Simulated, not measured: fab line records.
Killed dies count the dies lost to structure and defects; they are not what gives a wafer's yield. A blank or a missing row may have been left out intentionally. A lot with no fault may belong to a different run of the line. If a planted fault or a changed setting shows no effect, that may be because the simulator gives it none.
Split-lot experiment :: flow ritCmos :: 23 wafers read across 5 lots, on a route 202 steps long

SPLIT DETAILS
At RIT_PSD_COAT_01 (resist thk 1000 nm), the setting resistThkNm was moved away from the recipe's 1000 nm on 12 of the 23 wafers read, by -5.5% to +5.5%. This setting was run at the recipe's value on the other wafers.

FROM THE SPLIT TO THE READING: what the file shows between them, 3 steps
- RIT_PSD_SOFTBAKE_02: time 60 s
- RIT_PSD_EXPOSE_03: exposes mask M10, target cd 40900 nm
- RIT_PSD_DEVELOP_05: develop time 50 s

THE READING
NOVOLAK_of_PSD_COAT_01.thkNm (the simulator's own value, which no gauge read), in nm, at RIT_PSD_HARDBAKE_07 (time 60 s). The file does not state a usual value for it. The 11 wafers here that ran the recipe average 885.6 nm, standard deviation 2 nm.

wafer: L075.1
tool, chamber at the split: lithoTrack-03, 0
resistThkNm as run, nm: 1000
against the recipe: recipe
NOVOLAK_of_PSD_COAT_01.thkNm, nm: 888.6
against lot-mates on the recipe: -

wafer: L075.2
tool, chamber at the split: lithoTrack-03, 0
resistThkNm as run, nm: 1055
against the recipe: +5.5%
NOVOLAK_of_PSD_COAT_01.thkNm, nm: 935.2
against lot-mates on the recipe: +48.0

wafer: L075.3
tool, chamber at the split: lithoTrack-03, 0
resistThkNm as run, nm: 1055
against the recipe: +5.5%
NOVOLAK_of_PSD_COAT_01.thkNm, nm: 933.6
against lot-mates on the recipe: +46.4

wafer: L075.4
tool, chamber at the split: lithoTrack-03, 0
resistThkNm as run, nm: 1055
against the recipe: +5.5%
NOVOLAK_of_PSD_COAT_01.thkNm, nm: 933.7
against lot-mates on the recipe: +46.5

wafer: L075.6
tool, chamber at the split: lithoTrack-03, 0
resistThkNm as run, nm: 1000
against the recipe: recipe
NOVOLAK_of_PSD_COAT_01.thkNm, nm: 885.9
against lot-mates on the recipe: -

wafer: L076.1
tool, chamber at the split: lithoTrack-02, 0
resistThkNm as run, nm: 1028
against the recipe: +2.8%
NOVOLAK_of_PSD_COAT_01.thkNm, nm: 910.5
against lot-mates on the recipe: +23.7

wafer: L076.2
tool, chamber at the split: lithoTrack-02, 0
resistThkNm as run, nm: 1000
against the recipe: recipe
NOVOLAK_of_PSD_COAT_01.thkNm, nm: 887
against lot-mates on the recipe: -

wafer: L076.4
tool, chamber at the split: lithoTrack-02, 0
resistThkNm as run, nm: 1028
against the recipe: +2.8%
NOVOLAK_of_PSD_COAT_01.thkNm, nm: 911.2
against lot-mates on the recipe: +24.4

wafer: L076.5
tool, chamber at the split: lithoTrack-02, 0
resistThkNm as run, nm: 1028
against the recipe: +2.8%
NOVOLAK_of_PSD_COAT_01.thkNm, nm: 907.7
against lot-mates on the recipe: +20.9

wafer: L076.6
tool, chamber at the split: lithoTrack-02, 0
resistThkNm as run, nm: 1000
against the recipe: recipe
NOVOLAK_of_PSD_COAT_01.thkNm, nm: 886.6
against lot-mates on the recipe: -

wafer: L083.1
tool, chamber at the split: lithoTrack-04, 0
resistThkNm as run, nm: 1000
against the recipe: recipe
NOVOLAK_of_PSD_COAT_01.thkNm, nm: 886
against lot-mates on the recipe: -

wafer: L083.4
tool, chamber at the split: lithoTrack-04, 0
resistThkNm as run, nm: 1000
against the recipe: recipe
NOVOLAK_of_PSD_COAT_01.thkNm, nm: 887.4
against lot-mates on the recipe: -

wafer: L083.6
tool, chamber at the split: lithoTrack-04, 0
resistThkNm as run, nm: 1000
against the recipe: recipe
NOVOLAK_of_PSD_COAT_01.thkNm, nm: 886.4
against lot-mates on the recipe: -

wafer: L084.1
tool, chamber at the split: lithoTrack-03, 0
resistThkNm as run, nm: 966.9
against the recipe: -3.3%
NOVOLAK_of_PSD_COAT_01.thkNm, nm: 855
against lot-mates on the recipe: -28.7

wafer: L084.2
tool, chamber at the split: lithoTrack-03, 0
resistThkNm as run, nm: 966.9
against the recipe: -3.3%
NOVOLAK_of_PSD_COAT_01.thkNm, nm: 856
against lot-mates on the recipe: -27.7

wafer: L084.4
tool, chamber at the split: lithoTrack-03, 0
resistThkNm as run, nm: 1000
against the recipe: recipe
NOVOLAK_of_PSD_COAT_01.thkNm, nm: 885.3
against lot-mates on the recipe: -

wafer: L084.5
tool, chamber at the split: lithoTrack-03, 0
resistThkNm as run, nm: 966.9
against the recipe: -3.3%
NOVOLAK_of_PSD_COAT_01.thkNm, nm: 856.3
against lot-mates on the recipe: -27.4

wafer: L084.6
tool, chamber at the split: lithoTrack-03, 0
resistThkNm as run, nm: 1000
against the recipe: recipe
NOVOLAK_of_PSD_COAT_01.thkNm, nm: 882.1
against lot-mates on the recipe: -

wafer: L085.1
tool, chamber at the split: lithoTrack-04, 0
resistThkNm as run, nm: 944.7
against the recipe: -5.5%
NOVOLAK_of_PSD_COAT_01.thkNm, nm: 833.2
against lot-mates on the recipe: -49.7

wafer: L085.2
tool, chamber at the split: lithoTrack-04, 0
resistThkNm as run, nm: 1000
against the recipe: recipe
NOVOLAK_of_PSD_COAT_01.thkNm, nm: 882.1
against lot-mates on the recipe: -

wafer: L085.3
tool, chamber at the split: lithoTrack-04, 0
resistThkNm as run, nm: 944.7
against the recipe: -5.5%
NOVOLAK_of_PSD_COAT_01.thkNm, nm: 832.9
against lot-mates on the recipe: -50.0

wafer: L085.4
tool, chamber at the split: lithoTrack-04, 0
resistThkNm as run, nm: 944.7
against the recipe: -5.5%
NOVOLAK_of_PSD_COAT_01.thkNm, nm: 834.6
against lot-mates on the recipe: -48.3

wafer: L085.6
tool, chamber at the split: lithoTrack-04, 0
resistThkNm as run, nm: 1000
against the recipe: recipe
NOVOLAK_of_PSD_COAT_01.thkNm, nm: 883.7
against lot-mates on the recipe: -

FIT RESULTS
A straight line over all 23 wafers: NOVOLAK_of_PSD_COAT_01.thkNm changes by +9.06 nm for each +1% of resistThkNm; r = +1.00; the points scatter about the line by 1.8 nm.
The same after taking each lot's own level away (the mean of its wafers on the recipe; 23 wafers): +8.63 nm for each +1%; r = +1.00; scatter 1.3 nm.
That fit puts the effect of the largest move of resistThkNm on the reading at 48 nm.
Across the lots, their own levels run from 882.90 to 887.25 nm, a range of 2.2 times the standard deviation given above.
So the lot-to-lot level changes the slope little: the two slopes agree.
Check: -47.8 nm against its lot-mates is what the line predicts for one of the wafers moved furthest among these (-5.5%) when that wafer is left out of the fit. It came out at -49.7 nm against them.

OTHER SPLITS ON THESE WAFERS
Before the reading, these wafers also passed through other splits. Each is held against what the fit with the lots' levels taken away leaves over:
other split on the same wafers: RIT_SPACER_ETCHBACK_05 timeS
wafers away from the commonest value: 10
r with NOVOLAK_of_PSD_COAT_01.thkNm (lot level and that fit taken away): +0.20

THE WHOLE CHAIN: every reading that the file lists as answering this split, in the file's order
step: RIT_PSD_COAT_01
what it does: resist thk 1000 nm
reading: NOVOLAK_of_PSD_COAT_01.thkNm (the simulator's own value, which no gauge read)
change (the file's fit): +9.86 nm for each +1% of the setting
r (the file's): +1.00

step: RIT_PSD_HARDBAKE_07
what it does: time 60 s
reading: NOVOLAK_of_PSD_COAT_01.thkNm (the simulator's own value, which no gauge read)
change (the file's fit): +8.64 nm for each +1% of the setting
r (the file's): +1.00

THE FILE'S OWN FIT
NOVOLAK_of_PSD_COAT_01.thkNm changes by +8.64 nm for each +1% of resistThkNm, r = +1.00.
